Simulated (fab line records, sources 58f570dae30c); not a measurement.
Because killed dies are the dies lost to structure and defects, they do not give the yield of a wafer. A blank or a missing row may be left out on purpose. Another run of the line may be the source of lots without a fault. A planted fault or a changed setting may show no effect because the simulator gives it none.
fab line records + flow berkeley-cmos170
[record]
- lots = 5
- wafers = 15
- last-day = 11
route steps=331 shown PWELL@45 WELLDRIVE@55 ACTIVE@60
lots that met no fault: from a run of the same line without faults
start-h: the number of hours between the record's first day and the start of the first shown wafer of the lot + wait-h: hours since the lot's step before + " as in the row above + L1.1+2: a single row standing in for several wafers + - no value, or no start was given + * or withheld: withheld + < > ~ a bound
route shown NAME@n: NAME is a module with steps in the file, n the number in the route of the first one + usual: mean/standard deviation taken from wafers without a fault + same: alike in all rows + chamber/n: place in a boat + sites: each site's reading + _std_site: how widely they spread, as a standard deviation + _edge_site: inner sites' mean taken away from outer sites' mean + radius-mm: for every site, how far away it sits from the centre of the wafer + mask NAME#n: copy n + behind: the tool/chamber that last shaped the wafer + hold: cause of the lot's hold/its duration in hours/its outcome + device: transistor that didn't switch, given as n, p or np + end of line: the tests these same wafers got at the end of their route + a step without rows: its recipe alone + killed: at the first sort, the dies lost to defects and structure; wafer yield is something else + map: dies across one wafer; x = killed, . = not, _ = none there
set.NAME: the setting that was run; set.NAME@STEP: the one run at that earlier step + model.NAME: the simulator's own value behind a step, which no gauge read
certain route steps with their lots: each step a table, each wafer a row
services: when a tool's chamber went out of use (start-h, in hours from the record's first day, below 0 if earlier), for how many hours, and the reason
[[steps]]
[step UCB170_PWELL_PEB_11]
[recipe]
- peb-temp-c = 130
- peb-time-s = withheld
- resist = KrF
| lot.wafer  | tool           | chamber | start-h | wait-h |
|------------|----------------|---------|---------|--------|
| L076.2+3+4 | litho-track-03 | 0       | 55.99   | 0.2    |
| L080.3+4+5 | litho-track-01 | 0       | 78.47   | 0.1    |
| L085.3+4+6 | litho-track-03 | 0       | 99.27   | 0.3    |
| L090.4+5+6 | litho-track-04 | 0       | 129.32  | 0.9    |
| L093.2+3+6 | litho-track-01 | 0       | 143.97  | 0.1    |
[step UCB170_PWELL_DEVELOP_12]
[recipe]
- developer = TMAH
- develop-time-s = 45
- resist = KrF
- dev-temp-c = 21
| lot.wafer  | tool           | chamber | start-h | wait-h |
|------------|----------------|---------|---------|--------|
| L076.2+3+4 | litho-track-03 | 0       | -       | -      |
| L080.3+4+5 | litho-track-01 | 0       | -       | -      |
| L085.3+4+6 | litho-track-03 | 0       | -       | -      |
| L090.4+5+6 | litho-track-04 | 0       | -       | -      |
| L093.2+3+6 | litho-track-01 | 0       | -       | -      |
[step UCB170_PWELL_OVL_MEAS_13]
[usual]
- PWELL_OVL = 1/5
| lot.wafer | tool       | chamber | start-h | wait-h | PWELL_OVL[nm] |
|-----------|------------|---------|---------|--------|---------------|
| L076.2    | overlay-01 | -       | 56.24   | -      | 9             |
| L076.3    | "          | -       | "       | "      | 10            |
| L076.4    | "          | -       | "       | "      | 2             |
| L080.3    | overlay-02 | -       | 78.71   | -      | -6            |
| L080.4    | "          | -       | "       | "      | -9            |
| L080.5    | "          | -       | "       | "      | -2            |
| L085.3    | overlay-02 | -       | 99.51   | -      | 1             |
| L085.4    | "          | -       | "       | "      | 1             |
| L085.6    | "          | -       | "       | "      | 5             |
| L090.4    | overlay-02 | -       | 129.54  | -      | 2             |
| L090.5    | "          | -       | "       | "      | 5             |
| L090.6    | "          | -       | "       | "      | 2             |
| L093.2    | overlay-02 | -       | 144.23  | -      | -3            |
| L093.3    | "          | -       | "       | "      | -2            |
| L093.6    | "          | -       | "       | "      | -3            |
[step UCB170_PWELL_ETCH_14]
[recipe]
- chemistry = CH3F/Ar/O2
- target = Si3N4
- stop-on = SiO2
- CH3F_flow_sccm = 20
- Ar_flow_sccm = 50
- O2_flow_sccm = 7
- pressure-mtorr = 50
- rf-w = 450
- target-depth-a = 2420
- over-etch-frac = 0.1
- time-s = 151
[usual]
- drypump-motor-current-A = 5.7/0.55
- oes-product-au = 0.930/0.015
- throttle-valve-pct = 8.04/0.077
[same]
- time-s = 151
| lot.wafer | tool        | chamber | start-h | wait-h | drypump-motor-current-A | oes-product-au | rf-hours-counter-h | throttle-valve-pct |
|-----------|-------------|---------|---------|--------|-------------------------|----------------|--------------------|--------------------|
| L076.2    | rie-diel-04 | 0       | 56.27   | 0.0    | 6.8                     | 0.925          | 18                 | 7.92               |
| L076.3    | "           | 1       | "       | "      | 5.4                     | 0.929          | 5                  | 8.03               |
| L076.4    | "           | 3       | "       | "      | 6.3                     | 0.917          | 141                | 8.13               |
| L080.3    | rie-diel-02 | 3       | 78.73   | 0.0    | 6.0                     | 0.925          | 57                 | 8.09               |
| L080.4    | "           | 2       | "       | "      | 4.9                     | 0.945          | 85                 | 7.93               |
| L080.5    | "           | 1       | "       | "      | 5.8                     | 0.941          | -                  | 8.02               |
| L085.3    | rie-diel-01 | 1       | 99.53   | 0.0    | 5.4                     | 0.940          | 122                | 7.95               |
| L085.4    | "           | 2       | "       | "      | 5.6                     | 0.916          | 15                 | 8.14               |
| L085.6    | "           | 0       | "       | "      | 6.5                     | 0.941          | -                  | 8.04               |
| L090.4    | rie-diel-01 | 0       | 129.56  | 0.0    | 6.5                     | 0.955          | 17                 | 8.06               |
| L090.5    | "           | 1       | "       | "      | 5.5                     | 0.945          | -                  | 7.97               |
| L090.6    | "           | 2       | "       | "      | 5.6                     | 0.919          | -                  | 8.14               |
| L093.2    | rie-diel-04 | 1       | 144.26  | 0.0    | 5.4                     | 0.934          | 9                  | 8.02               |
| L093.3    | "           | 2       | "       | "      | 5.8                     | 0.919          | 25                 | 8.13               |
| L093.6    | "           | 2       | "       | "      | 5.8                     | 0.925          | -                  | 8.12               |
[step UCB170_PWELL_IMPLANT_15]
[recipe]
- species = B
- dose-cm2 = 5e+12
- energy-kev = 60
- tilt-deg = 7
[usual]
- beam-energy-keV = 60.003/0.018
- dose-ions-cm2 = 5.001e+12/5.8e+09
- tilt-deg = 7.002/0.019
| lot.wafer | tool         | chamber | start-h | wait-h | beam-energy-keV | dose-ions-cm2 | tilt-deg |
|-----------|--------------|---------|---------|--------|-----------------|---------------|----------|
| L076.2    | implanter-04 | 0       | 56.40   | 0.1    | 59.996          | 5.005e+12     | 7.002    |
| L076.3    | "            | 0       | "       | "      | 60.022          | 4.992e+12     | 7.018    |
| L076.4    | "            | 0       | "       | "      | 60.009          | 4.994e+12     | 7.020    |
| L080.3    | implanter-01 | 0       | 78.89   | 0.1    | 60.002          | 4.999e+12     | 7.010    |
| L080.4    | "            | 0       | "       | "      | 59.966          | 5.003e+12     | 7.006    |
| L080.5    | "            | 0       | "       | "      | 60.012          | 5.002e+12     | 7.008    |
| L085.3    | implanter-04 | 0       | 99.68   | 0.1    | 60.022          | 5.004e+12     | 7.023    |
| L085.4    | "            | 0       | "       | "      | 60.020          | 5.004e+12     | 7.007    |
| L085.6    | "            | 0       | "       | "      | 60.028          | 5.006e+12     | 7.015    |
| L090.4    | implanter-04 | 0       | 129.73  | 0.1    | 60.011          | 5.006e+12     | 7.010    |
| L090.5    | "            | 0       | "       | "      | 59.985          | 5.008e+12     | 6.994    |
| L090.6    | "            | 0       | "       | "      | 60.037          | 5.004e+12     | 7.027    |
| L093.2    | implanter-04 | 0       | 144.38  | 0.1    | 59.992          | 5.005e+12     | 7.014    |
| L093.3    | "            | 0       | "       | "      | 59.988          | 4.996e+12     | 6.969    |
| L093.6    | "            | 0       | "       | "      | 59.992          | 5.01e+12      | 6.990    |
[step UCB170_PWELL_STRIP_16]
[recipe]
- chemistry = O2
- power-w = 400
- pressure-mtorr = 3500
- platen-temp-c = withheld
- o2-flow-sccm = 400
- overash-fraction = 0.5
[usual]
- drypump-motor-current-A = 5.9/0.46
- oes-product-au = 0.721/0.0043
- strip-time-to-endpoint-s = 18.09/0.085
[same]
- overash-fraction = 0.5
| lot.wafer | tool            | chamber | start-h | wait-h | drypump-motor-current-A | oes-product-au | rf-hours-counter-h | strip-time-to-endpoint-s |
|-----------|-----------------|---------|---------|--------|-------------------------|----------------|--------------------|--------------------------|
| L076.2    | plasma-asher-04 | 0       | 56.52   | 0.1    | 5.9                     | 0.717          | 36                 | 18.11                    |
| L076.3    | "               | 0       | "       | "      | 5.9                     | 0.718          | -                  | 18.04                    |
| L076.4    | "               | 1       | "       | "      | 4.8                     | 0.720          | -                  | 18.07                    |
| L080.3    | plasma-asher-01 | 0       | 79.02   | 0.1    | 6.5                     | 0.725          | -                  | 18.12                    |
| L080.4    | "               | 1       | "       | "      | 5.6                     | 0.717          | -                  | 18.08                    |
| L080.5    | "               | 1       | "       | "      | 5.6                     | 0.724          | -                  | 17.94                    |
| L085.3    | plasma-asher-01 | 1       | 99.81   | 0.1    | 5.6                     | 0.724          | -                  | 18.06                    |
| L085.4    | "               | 0       | "       | "      | 6.5                     | 0.731          | -                  | 18.29                    |
| L085.6    | "               | 0       | "       | "      | 6.5                     | 0.719          | -                  | 18.21                    |
| L090.4    | plasma-asher-04 | 0       | 129.84  | 0.1    | 5.9                     | 0.725          | -                  | 18.09                    |
| L090.5    | "               | 1       | "       | "      | 4.8                     | 0.719          | -                  | 18.08                    |
| L090.6    | "               | 0       | "       | "      | 5.9                     | 0.721          | -                  | 18.11                    |
| L093.2    | plasma-asher-01 | 0       | 144.51  | 0.1    | 6.5                     | 0.724          | 3                  | 18.13                    |
| L093.3    | "               | 1       | "       | "      | 5.6                     | 0.719          | -                  | 18.20                    |
| L093.6    | "               | 1       | "       | "      | 5.6                     | 0.714          | -                  | 18.14                    |
[step UCB170_PWELL_TW_MEAS_17]
[usual]
- PWELL_TW = 378.7/2.2
| lot.wafer | tool          | chamber | start-h | wait-h | PWELL_TW |
|-----------|---------------|---------|---------|--------|----------|
| L076.2    | film-metro-01 | -       | 56.63   | 0.1    | 379.4    |
| L076.3    | "             | -       | "       | "      | 380.5    |
| L076.4    | "             | -       | "       | "      | 380.3    |
| L080.3    | film-metro-01 | -       | 79.11   | 0.1    | 378.3    |
| L080.4    | "             | -       | "       | "      | 378.6    |
| L080.5    | "             | -       | "       | "      | 378.9    |
| L085.3    | film-metro-04 | -       | 99.90   | 0.1    | 375.9    |
| L085.4    | "             | -       | "       | "      | 376.2    |
| L085.6    | "             | -       | "       | "      | 377.1    |
| L090.4    | film-metro-01 | -       | 129.94  | 0.1    | 380.3    |
| L090.5    | "             | -       | "       | "      | 382.9    |
| L090.6    | "             | -       | "       | "      | 379.3    |
| L093.2    | film-metro-03 | -       | 144.62  | 0.1    | 377.6    |
| L093.3    | "             | -       | "       | "      | 376.5    |
| L093.6    | "             | -       | "       | "      | 379.4    |
[step UCB170_PWELL_CLEAN_18]
[recipe]
- chemistry = SPM
- temp-c = 120
- time-s = 600
[same]
- time-s = 600
| lot.wafer  | tool         | chamber | start-h | wait-h |
|------------|--------------|---------|---------|--------|
| L076.2+3+4 | wet-bench-02 | 3       | 56.68   | 0.0    |
| L080.3+4+5 | wet-bench-02 | 1       | 79.31   | 0.2    |
| L085.3+4+6 | wet-bench-03 | 2       | 99.94   | 0.0    |
| L090.4+5+6 | wet-bench-04 | 2       | 130.21  | 0.3    |
| L093.2+3+6 | wet-bench-03 | 1       | 144.95  | 0.3    |
[step UCB170_PWELL_WET_ETCH_19]
[recipe]
- chemistry = H3PO4
- target = Si3N4
- temp-c = 160
- time-s = 14400
[same]
- time-s = 14400
| lot.wafer  | tool         | chamber | start-h | wait-h |
|------------|--------------|---------|---------|--------|
| L076.2+3+4 | wet-bench-03 | 2       | 56.86   | 0.0    |
| L080.3+4+5 | wet-bench-02 | 1       | 79.50   | 0.0    |
| L085.3+4+6 | wet-bench-02 | 1       | 100.11  | 0.0    |
| L090.4+5+6 | wet-bench-04 | 2       | 130.56  | 0.2    |
| L093.2+3+6 | wet-bench-02 | 3       | 145.81  | 0.5    |
[step UCB170_PWELL_WET_ETCH_20]
[recipe]
- chemistry = BOE
- dilution = 5:1
- target = SiO2
- temp-c = 25
- time-s = 22
[same]
- time-s = 22
| lot.wafer  | tool         | chamber | start-h | wait-h |
|------------|--------------|---------|---------|--------|
| L076.2+3+4 | wet-bench-02 | 3       | 60.87   | 0.0    |
| L080.3+4+5 | wet-bench-03 | 1       | 83.87   | 0.0    |
| L085.3+4+6 | wet-bench-02 | 2       | 104.12  | 0.0    |
| L090.4+5+6 | wet-bench-04 | 3       | 134.92  | 0.3    |
| L093.2+3+6 | wet-bench-04 | 0       | 149.82  | 0.0    |
[step UCB170_WELLDRIVE_CLEAN_00]
[recipe]
- chemistry = SPM
- temp-c = 120
- time-s = 600
[same]
- time-s = 600
| lot.wafer  | tool         | chamber | start-h | wait-h |
|------------|--------------|---------|---------|--------|
| L076.2+3+4 | wet-bench-03 | 0       | 60.88   | 0.0    |
| L080.3+4+5 | wet-bench-02 | 2       | 83.89   | 0.0    |
| L085.3+4+6 | wet-bench-02 | 1       | 104.14  | 0.0    |
| L090.4+5+6 | wet-bench-04 | 2       | 134.94  | 0.0    |
| L093.2+3+6 | wet-bench-02 | 1       | 149.83  | 0.0    |
[step UCB170_WELLDRIVE_OXIDATION_01]
[recipe]
- temp-c = 1100
- ambient = O2
- target-thk-a = 1990
- ox-time-s = 9000
[usual]
- zone-power-load-pct = 47/5.1
| lot.wafer | tool       | chamber | start-h | wait-h | zone-power-load-pct |
|-----------|------------|---------|---------|--------|---------------------|
| L076.2    | furnace-03 | 0       | 63.45   | 2.4    | 54                  |
| L076.3    | "          | 0       | "       | "      | 53                  |
| L076.4    | "          | 0       | "       | "      | 54                  |
| L080.3    | furnace-02 | 0       | 85.28   | 1.2    | 40                  |
| L080.4    | "          | 0       | "       | "      | 40                  |
| L080.5    | "          | 0       | "       | "      | 40                  |
| L085.3    | furnace-02 | 0       | 105.88  | 1.6    | 39                  |
| L085.4    | "          | 0       | "       | "      | 40                  |
| L085.6    | "          | 0       | "       | "      | 40                  |
| L090.4    | furnace-03 | 0       | 135.93  | 0.8    | 53                  |
| L090.5    | "          | 0       | "       | "      | 54                  |
| L090.6    | "          | 0       | "       | "      | 53                  |
| L093.2    | furnace-04 | 0       | 151.79  | 1.8    | 47                  |
| L093.3    | "          | 0       | "       | "      | 47                  |
| L093.6    | "          | 0       | "       | "      | 47                  |
[step UCB170_WELLDRIVE_THK_MEAS_02]
[recipe]
- reads = SiO2_of_WELLDRIVE_OXIDATION_01
[usual]
- WELLDRIVE_OXIDE_THK = 198/3.9
| lot.wafer | tool          | chamber | start-h | wait-h | WELLDRIVE_OXIDE_THK[nm] |
|-----------|---------------|---------|---------|--------|-------------------------|
| L076.2    | film-metro-04 | -       | 66.96   | 0.0    | 199                     |
| L076.3    | "             | -       | "       | "      | 197                     |
| L076.4    | "             | -       | "       | "      | 198                     |
| L080.3    | film-metro-01 | -       | 88.80   | 0.0    | 196                     |
| L080.4    | "             | -       | "       | "      | 194                     |
| L080.5    | "             | -       | "       | "      | 192                     |
| L085.3    | film-metro-04 | -       | 109.40  | 0.0    | 197                     |
| L085.4    | "             | -       | "       | "      | 196                     |
| L085.6    | "             | -       | "       | "      | 196                     |
| L090.4    | film-metro-01 | -       | 139.46  | 0.0    | 201                     |
| L090.5    | "             | -       | "       | "      | 203                     |
| L090.6    | "             | -       | "       | "      | 205                     |
| L093.2    | film-metro-02 | -       | 155.33  | 0.0    | 202                     |
| L093.3    | "             | -       | "       | "      | 205                     |
| L093.6    | "             | -       | "       | "      | 201                     |
[step UCB170_WELLDRIVE_ANNEAL_03]
[recipe]
- temp-c = 1100
- time-s = 900
- ambient = N2
[usual]
- zone-power-load-pct = 47/6.4
[same]
- time-s = 900
| lot.wafer | tool       | chamber | start-h | wait-h | zone-power-load-pct |
|-----------|------------|---------|---------|--------|---------------------|
| L076.2    | furnace-03 | 0       | 68.45   | 1.5    | 54                  |
| L076.3    | "          | 0       | "       | "      | 54                  |
| L076.4    | "          | 0       | "       | "      | 53                  |
| L080.3    | furnace-02 | 0       | 90.03   | 1.2    | 40                  |
| L080.4    | "          | 0       | "       | "      | 40                  |
| L080.5    | "          | 0       | "       | "      | 40                  |
| L085.3    | furnace-02 | 0       | 112.30  | 2.9    | 40                  |
| L085.4    | "          | 0       | "       | "      | 40                  |
| L085.6    | "          | 0       | "       | "      | 40                  |
| L090.4    | furnace-02 | 0       | 140.65  | 1.2    | 40                  |
| L090.5    | "          | 0       | "       | "      | 41                  |
| L090.6    | "          | 0       | "       | "      | 41                  |
| L093.2    | furnace-03 | 0       | 157.53  | 2.2    | 54                  |
| L093.3    | "          | 0       | "       | "      | 55                  |
| L093.6    | "          | 0       | "       | "      | 54                  |
[step UCB170_WELLDRIVE_WET_ETCH_04]
[recipe]
- chemistry = BOE
- dilution = 5:1
- target = SiO2
- temp-c = 25
- time-s = 120
[same]
- time-s = 120
| lot.wafer  | tool         | chamber | start-h | wait-h |
|------------|--------------|---------|---------|--------|
| L076.2+3+4 | wet-bench-03 | 1       | 69.70   | 0.0    |
| L080.3+4+5 | wet-bench-04 | 0       | 91.46   | 0.2    |
| L085.3+4+6 | wet-bench-02 | 3       | 113.55  | 0.0    |
| L090.4+5+6 | wet-bench-04 | 1       | 141.97  | 0.1    |
| L093.2+3+6 | wet-bench-04 | 0       | 159.48  | 0.7    |
[step UCB170_ACTIVE_CLEAN_00]
[recipe]
- chemistry = SPM
- temp-c = 120
- time-s = 600
[same]
- time-s = 600
| lot.wafer  | tool         | chamber | start-h | wait-h |
|------------|--------------|---------|---------|--------|
| L076.2+3+4 | wet-bench-03 | 3       | 69.74   | 0.0    |
| L080.3+4+5 | wet-bench-03 | 1       | 91.68   | 0.2    |
| L085.3+4+6 | wet-bench-04 | 3       | 113.59  | 0.0    |
| L090.4+5+6 | wet-bench-04 | 3       | 142.02  | 0.0    |
| L093.2+3+6 | wet-bench-02 | 2       | 159.86  | 0.3    |
[step UCB170_ACTIVE_CLEAN_01]
[recipe]
- chemistry = dHF
- dilution = 25:1
- time-s = 60
[same]
- time-s = 60
| lot.wafer  | tool         | chamber | start-h | wait-h |
|------------|--------------|---------|---------|--------|
| L076.2+3+4 | wet-bench-04 | 2       | 70.14   | 0.2    |
| L080.3+4+5 | wet-bench-04 | 1       | 91.86   | 0.0    |
| L085.3+4+6 | wet-bench-04 | 0       | 113.78  | 0.0    |
| L090.4+5+6 | wet-bench-04 | 0       | 142.37  | 0.2    |
| L093.2+3+6 | wet-bench-02 | 1       | 160.23  | 0.2    |
[step UCB170_ACTIVE_OXIDATION_02]
[recipe]
- temp-c = 1000
- ambient = O2
- target-thk-a = 264
- ox-time-s = 1260
[usual]
- zone-power-load-pct = 39/4.7
| lot.wafer | tool       | chamber | start-h | wait-h | zone-power-load-pct |
|-----------|------------|---------|---------|--------|---------------------|
| L076.2    | furnace-01 | 0       | 71.20   | 1.0    | 30                  |
| L076.3    | "          | 0       | "       | "      | 30                  |
| L076.4    | "          | 0       | "       | "      | 30                  |
| L080.3    | furnace-03 | 0       | 93.83   | 2.0    | 43                  |
| L080.4    | "          | 0       | "       | "      | 43                  |
| L080.5    | "          | 0       | "       | "      | 43                  |
| L085.3    | furnace-03 | 0       | 114.40  | 0.6    | 43                  |
| L085.4    | "          | 0       | "       | "      | 42                  |
| L085.6    | "          | 0       | "       | "      | 43                  |
| L090.4    | furnace-04 | 0       | 143.76  | 1.4    | 36                  |
| L090.5    | "          | 0       | "       | "      | 37                  |
| L090.6    | "          | 0       | "       | "      | 38                  |
| L093.2    | furnace-01 | 0       | 161.94  | 1.7    | 30                  |
| L093.3    | "          | 0       | "       | "      | 30                  |
| L093.6    | "          | 0       | "       | "      | 30                  |
[step UCB170_ACTIVE_THK_MEAS_03]
[recipe]
- reads = SiO2_of_ACTIVE_OXIDATION_02
[usual]
- ACTIVE_OXIDE_THK = 26.4/0.54
| lot.wafer | tool          | chamber | start-h | wait-h | ACTIVE_OXIDE_THK[nm] |
|-----------|---------------|---------|---------|--------|----------------------|
| L076.2    | film-metro-04 | -       | 72.56   | 0.0    | 26.0                 |
| L076.3    | "             | -       | "       | "      | 25.9                 |
| L076.4    | "             | -       | "       | "      | 26.2                 |
| L080.3    | film-metro-03 | -       | 95.20   | 0.0    | 26.9                 |
| L080.4    | "             | -       | "       | "      | 26.5                 |
| L080.5    | "             | -       | "       | "      | 26.9                 |
| L085.3    | film-metro-03 | -       | 115.77  | 0.0    | 26.7                 |
| L085.4    | "             | -       | "       | "      | 25.7                 |
| L085.6    | "             | -       | "       | "      | 26.1                 |
| L090.4    | film-metro-03 | -       | 145.14  | 0.0    | 25.6                 |
| L090.5    | "             | -       | "       | "      | 26.2                 |
| L090.6    | "             | -       | "       | "      | 26.0                 |
| L093.2    | film-metro-04 | -       | 163.30  | 0.0    | 25.4                 |
| L093.3    | "             | -       | "       | "      | 26.0                 |
| L093.6    | "             | -       | "       | "      | 25.7                 |
[step UCB170_ACTIVE_ANNEAL_04]
[recipe]
- temp-c = 1000
- time-s = 900
- ambient = N2
[usual]
- zone-power-load-pct = 37/4.9
[same]
- time-s = 900
| lot.wafer | tool       | chamber | start-h | wait-h | zone-power-load-pct |
|-----------|------------|---------|---------|--------|---------------------|
| L076.2    | furnace-04 | 0       | 73.82   | 1.3    | 37                  |
| L076.3    | "          | 0       | "       | "      | 38                  |
| L076.4    | "          | 0       | "       | "      | 38                  |
| L080.3    | furnace-04 | 0       | 97.17   | 2.0    | 37                  |
| L080.4    | "          | 0       | "       | "      | 37                  |
| L080.5    | "          | 0       | "       | "      | 37                  |
| L085.3    | furnace-03 | 0       | 120.42  | 4.6    | 42                  |
| L085.4    | "          | 0       | "       | "      | 43                  |
| L085.6    | "          | 0       | "       | "      | 42                  |
| L090.4    | furnace-04 | 0       | 146.36  | 1.2    | 37                  |
| L090.5    | "          | 0       | "       | "      | 38                  |
| L090.6    | "          | 0       | "       | "      | 37                  |
| L093.2    | furnace-01 | 0       | 166.29  | 3.0    | 30                  |
| L093.3    | "          | 0       | "       | "      | 30                  |
| L093.6    | "          | 0       | "       | "      | 30                  |
[step UCB170_ACTIVE_CVD_05]
[recipe]
- material = Si3N4
- target-thk-nm = 220
- temp-c = 800
- precursor = SiH2Cl2/NH3
- time-s = 3300
- pressure-mtorr = 200
- sih2cl2-flow-sccm = 25
- nh3-flow-sccm = 75
[usual]
- zone-power-load-pct = 22.9/1.5
[same]
- time-s = 3300
| lot.wafer | tool     | chamber | start-h | wait-h | zone-power-load-pct |
|-----------|----------|---------|---------|--------|---------------------|
| L076.2    | lpcvd-01 | 1       | 75.07   | 0.0    | 22.1                |
| L076.3    | "        | 1       | "       | "      | 22.2                |
| L076.4    | "        | 1       | "       | "      | 22.1                |
| L080.3    | lpcvd-01 | 1       | 98.86   | 0.4    | 22.1                |
| L080.4    | "        | 1       | "       | "      | 21.6                |
| L080.5    | "        | 1       | "       | "      | 21.7                |
| L085.3    | lpcvd-01 | 1       | 121.67  | 0.0    | 21.8                |
| L085.4    | "        | 1       | "       | "      | 21.8                |
| L085.6    | "        | 1       | "       | "      | 21.8                |
| L090.4    | lpcvd-02 | 1       | 148.18  | 0.6    | 21.6                |
| L090.5    | "        | 1       | "       | "      | 21.7                |
| L090.6    | "        | 1       | "       | "      | 22.1                |
| L093.2    | lpcvd-01 | 0       | 167.88  | 0.3    | 25.5                |
| L093.3    | "        | 0       | "       | "      | 25.5                |
| L093.6    | "        | 0       | "       | "      | 25.5                |
[[services]]
| tool            | chamber | start-h | hours | kind   |
|-----------------|---------|---------|-------|--------|
| furnace-04      | -       | 32.05   | 4.1   | pm     |
| furnace-03      | -       | 37.98   | 2.4   | pm     |
| implanter-04    | -       | 39.00   | 4.9   | pm     |
| rie-diel-01     | 3       | 40.29   | 15.3  | repair |
| rie-diel-04     | 0       | 40.84   | 2.4   | repair |
| furnace-04      | -       | 45.89   | 3.0   | pm     |
| implanter-01    | -       | 46.37   | 1.9   | repair |
| furnace-02      | -       | 48.25   | 3.2   | pm     |
| implanter-01    | -       | 48.40   | 1.6   | repair |
| furnace-02      | -       | 54.31   | 6.5   | pm     |
| implanter-04    | -       | 58.64   | 1.8   | repair |
| rie-diel-04     | 3       | 61.53   | 5.7   | repair |
| rie-diel-02     | 1       | 63.60   | 3.9   | repair |
| rie-diel-04     | 0       | 68.37   | 3.1   | repair |
| plasma-asher-04 | -       | 84.29   | 2.8   | pm     |
| plasma-asher-04 | -       | 87.04   | 29.1  | pm     |
| plasma-asher-01 | -       | 108.75  | 9.0   | pm     |
| rie-diel-02     | 3       | 110.03  | 13.7  | repair |
| furnace-02      | -       | 117.05  | 3.8   | pm     |
| implanter-01    | -       | 121.08  | 1.8   | repair |
| plasma-asher-04 | -       | 131.65  | 1.8   | repair |
| implanter-04    | -       | 139.20  | 1.7   | repair |
| rie-diel-04     | -       | 159.34  | 14.6  | pm     |
| implanter-04    | -       | 160.66  | 14.2  | pm     |
[[key]]
fault none
